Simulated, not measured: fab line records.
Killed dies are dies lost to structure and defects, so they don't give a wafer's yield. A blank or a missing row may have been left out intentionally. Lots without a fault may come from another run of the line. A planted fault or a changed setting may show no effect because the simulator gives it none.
Which tool was responsible? | flow berkeley_cmos170 | 14 lots, 42 wafers sampled, at 1 step of a route of 331

## WHAT THE GAUGES SHOWED, per wafer
Not one reading of a measure or inspect step in the record can be checked against a usual standard deviation.

## EACH LOT AND THE TOOL THAT RAN IT (in order: tool; ch and the chambers of the sampled wafers; start)
lot  | UCB170_M2_DEVELOP_14
L440 | litho_track-04 ch 0, day 9 11:00
L439 | litho_track-04 ch 0, day 9 13:00
L441 | litho_track-03 ch 0, day 9 14:00
L443 | litho_track-02 ch 0, day 11 00:00
L446 | litho_track-03 ch 0, day 11 04:00
L445 | litho_track-04 ch 0, day 11 06:00
L449 | litho_track-03 ch 0, day 11 13:00
L453 | litho_track-02 ch 0, day 12 03:00
L452 | litho_track-03 ch 0, day 12 04:00
L450 | litho_track-04 ch 0, day 12 04:00
L451 | litho_track-03 ch 0, day 12 04:00
L454 | litho_track-03 ch 0, day 12 15:00
L460 | litho_track-03, day 13 05:00
L458 | litho_track-04, day 13 07:00
- UCB170_M2_DEVELOP_14: develop time 45 s.

## WHAT THE TOOLS THEMSELVES READ (means of the sampled wafers that have a number; where no wafer has one, the mark that the record gives instead)
UCB170_M2_DEVELOP_14. Usual: chill_plate_temp_C reads 23.01 C (standard deviation 0.1).
lot  | tool           | chill_plate_temp_C (C) | flag
L440 | litho_track-04 | 22.98                  |
L439 | litho_track-04 | 22.89                  |
L441 | litho_track-03 | 22.98                  |
L443 | litho_track-02 | 23.03                  |
L446 | litho_track-03 | 23.05                  |
L445 | litho_track-04 | 22.96                  |
L449 | litho_track-03 | 23.08                  |
L453 | litho_track-02 | 23.01                  |
L452 | litho_track-03 | 23.03                  |
L450 | litho_track-04 | 23.12                  |
L451 | litho_track-03 | 22.86                  |
L454 | litho_track-03 | 23.08                  |
L460 | litho_track-03 | -                      | OFF
L458 | litho_track-04 | -                      | OFF

## THE ANSWER, worked out from the rows above alone
Rule: a lot counts as off when the mean over its wafers that have a number is more than 3 standard deviations away from the usual mean. A lot without any number at a reading at which 4 lots or more have one is off too. The other lots that the step has rows for count as sound. Order of review: gauges by route order, followed by the tools' own readings, for which a lot's mean as printed above is used. The first step at which some lot is off is used, and at that step the reading that is off furthest; a lot without a number counts as furthest.
Off: L460, L458, at UCB170_M2_DEVELOP_14 (chill_plate_temp_C). Without a number there: L460, L458.
A tool fits if, at that step or a process step before it, it ran every lot that is off, and no sound lot after the first of them. No candidate that was tried fits.

## WHAT WAS PUT IN BY THE SIMULATOR
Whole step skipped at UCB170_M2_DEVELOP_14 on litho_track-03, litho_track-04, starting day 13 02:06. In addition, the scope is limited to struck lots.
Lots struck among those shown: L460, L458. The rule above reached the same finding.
